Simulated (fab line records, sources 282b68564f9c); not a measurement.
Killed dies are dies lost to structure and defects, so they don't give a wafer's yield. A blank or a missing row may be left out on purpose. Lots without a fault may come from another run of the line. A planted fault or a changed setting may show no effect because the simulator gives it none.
A struck lot beside a sound one | flow rit_cmos | 43 steps out of a route of 202
Sound: wafers L686.1, L686.2, L686.6. Struck: wafers L690.1, L690.2, L690.5. The cause comes at the end.
At each step with rows: each side's tool, then ch and its chambers, then its first start. Under that, the readings that differ: sound wafers | struck wafers | difference of the means | sigmas: that difference in standard deviations of wafers without a fault.
alike: readings whose means differ by less than 2 such deviations, and words and numbers that are the same on both sides. not compared: withheld readings, readings that some wafer has no value for, bounds like >300 that may hide the same value, and numbers for which the record gives no deviation and whose values overlap.
The two part at a step that has a row with sigmas, a row that says differs or no value, or rows on one side only. Numbers that don't overlap but have no deviation are shown without sigmas and don't part them. A reading that every wafer of one side lacks parts them only if that side has two wafers or more.

first, 2 steps without rows for these wafers: RIT_NLDD_HARDBAKE_07 (time 60 s); RIT_NLDD_IMPLANT_08.
RIT_NLDD_STRIP_09: strips in O2, time 180 s.
  sound on plasma_asher-01 ch 0,1, day 3 06:36; struck on plasma_asher-01 ch 0,1, day 4 04:34
  alike: drypump_motor_current_A
  not compared: rf_hours_counter_h
RIT_NLDD_TW_MEAS_10:
  sound on film_metro-04, day 3 06:47; struck on film_metro-01, day 4 04:45
  reading | sound          | struck         | difference | sigmas
  NLDD_TW | 2463 2458 2455 | 2491 2483 2488 | +29        | +3
then, 6 steps without rows for these wafers: RIT_PLDD_HMDS_00 (prime time 60 s); RIT_PLDD_COAT_01 (resist thk 1000 nm); RIT_PLDD_SOFTBAKE_02 (time 60 s); RIT_PLDD_EXPOSE_03 (exposes mask M8, target cd 40900 nm); RIT_PLDD_PEB_04; RIT_PLDD_DEVELOP_05 (develop time 50 s).
RIT_PLDD_OVL_MEAS_06:
  sound on overlay-02, day 3 07:49; struck on overlay-01, day 4 05:47
  alike: PLDD_OVL
then, 1 step without rows for these wafers: RIT_PLDD_HARDBAKE_07 (time 60 s).
RIT_PLDD_IMPLANT_08:
  sound on implanter-01 ch 0, day 3 08:00; struck on implanter-02 ch 0, day 4 05:58
  reading                   | sound             | struck            | difference | sigmas
  implant_ion_amu           | 49 49 49          | 75 75 75          | +26        |
  model.implant.drp_nm (nm) | 9.752 9.752 9.752 | 7.212 7.212 7.212 | -2.540     |
  model.implant.rp_nm (nm)  | 16.93 16.93 16.93 | 16.09 16.09 16.09 | -0.84      |
RIT_PLDD_STRIP_09: strips in O2, time 180 s.
  sound on plasma_asher-01 ch 0,1, day 3 08:09; struck on plasma_asher-01 ch 0,1, day 4 06:07
  alike: drypump_motor_current_A
  not compared: rf_hours_counter_h
RIT_PLDD_TW_MEAS_10:
  sound on film_metro-03, day 3 08:19; struck on film_metro-04, day 4 06:17
  reading | sound          | struck         | difference | sigmas
  PLDD_TW | 2326 2343 2328 | 2944 2967 2961 | +625       | +67
then, 4 steps without rows for these wafers: RIT_SPACER_CLEAN_00 (cleans in SC1, time 600 s); RIT_SPACER_CLEAN_01 (cleans in dHF, time 30 s); RIT_SPACER_CLEAN_02 (cleans in SC2, time 600 s); RIT_SPACER_CVD_03 (deposits Si3N4 from SiH2Cl2/NH3, target thk 250 nm, time 3300 s).
RIT_SPACER_THK_MEAS_04:
  sound on film_metro-02, day 3 10:41; struck on film_metro-01, day 4 08:39
  reading                 | sound             | struck            | difference | sigmas
  SPACER_NITRIDE_THK (nm) | 252.4 253.4 254.8 | 249.1 248.7 248.7 | -4.7       | -2
RIT_SPACER_ETCHBACK_05: etches Si3N4 in SF6/CHF3, stops on SiO2, target depth 250 nm, time 240 s.
  sound on rie_diel-04 ch 0,3, day 3 10:45; struck on rie_diel-01 ch 2,3, day 4 08:43
  alike: CHF3_flow_sccm, drypump_motor_current_A, oes_product_au, throttle_valve_pct
  not compared: rf_hours_counter_h
then, 6 steps without rows for these wafers: RIT_NSD_HMDS_00 (prime time 60 s); RIT_NSD_COAT_01 (resist thk 1000 nm); RIT_NSD_SOFTBAKE_02 (time 60 s); RIT_NSD_EXPOSE_03 (exposes mask M9, target cd 40700 nm); RIT_NSD_PEB_04; RIT_NSD_DEVELOP_05 (develop time 50 s).
RIT_NSD_OVL_MEAS_06:
  sound on overlay-02, day 3 11:58; struck on overlay-01, day 4 09:43
  alike: NSD_OVL
then, 2 steps without rows for these wafers: RIT_NSD_HARDBAKE_07 (time 60 s); RIT_NSD_IMPLANT_08.
RIT_NSD_STRIP_09: strips in O2, time 180 s.
  sound on plasma_asher-01 ch 0,1, day 3 12:27; struck on plasma_asher-04 ch 0,1, day 4 10:03
  alike: drypump_motor_current_A
  not compared: rf_hours_counter_h
RIT_NSD_TW_MEAS_10:
  sound on film_metro-01, day 3 12:37; struck on film_metro-03, day 4 10:13
  alike: NSD_TW
then, 6 steps without rows for these wafers: RIT_PSD_HMDS_00 (prime time 60 s); RIT_PSD_COAT_01 (resist thk 1000 nm); RIT_PSD_SOFTBAKE_02 (time 60 s); RIT_PSD_EXPOSE_03 (exposes mask M10, target cd 40900 nm); RIT_PSD_PEB_04; RIT_PSD_DEVELOP_05 (develop time 50 s).
RIT_PSD_OVL_MEAS_06:
  sound on overlay-02, day 3 13:32; struck on overlay-01, day 4 11:16
  alike: PSD_OVL
then, 2 steps without rows for these wafers: RIT_PSD_HARDBAKE_07 (time 60 s); RIT_PSD_IMPLANT_08.
RIT_PSD_STRIP_09: strips in O2, time 180 s.
  sound on plasma_asher-03 ch 0,1, day 3 13:52; struck on plasma_asher-03 ch 0,1, day 4 11:40
  alike: drypump_motor_current_A
  not compared: rf_hours_counter_h
RIT_SDANNEAL_RS_MEAS_06: measures by four-point-probe.
  sound on film_metro-04, day 3 14:48; struck on film_metro-01, day 4 12:35
  reading          | sound             | struck         | difference | sigmas
  PLDD_RS (ohm/sq) | 177.6 178.3 178.2 | 68.5 68.6 68.6 | -109.5     | -99 or more

WHERE THEY PART
First at RIT_NLDD_TW_MEAS_10; last, within this record, at RIT_SDANNEAL_RS_MEAS_06.

WHY: what the simulator had put in
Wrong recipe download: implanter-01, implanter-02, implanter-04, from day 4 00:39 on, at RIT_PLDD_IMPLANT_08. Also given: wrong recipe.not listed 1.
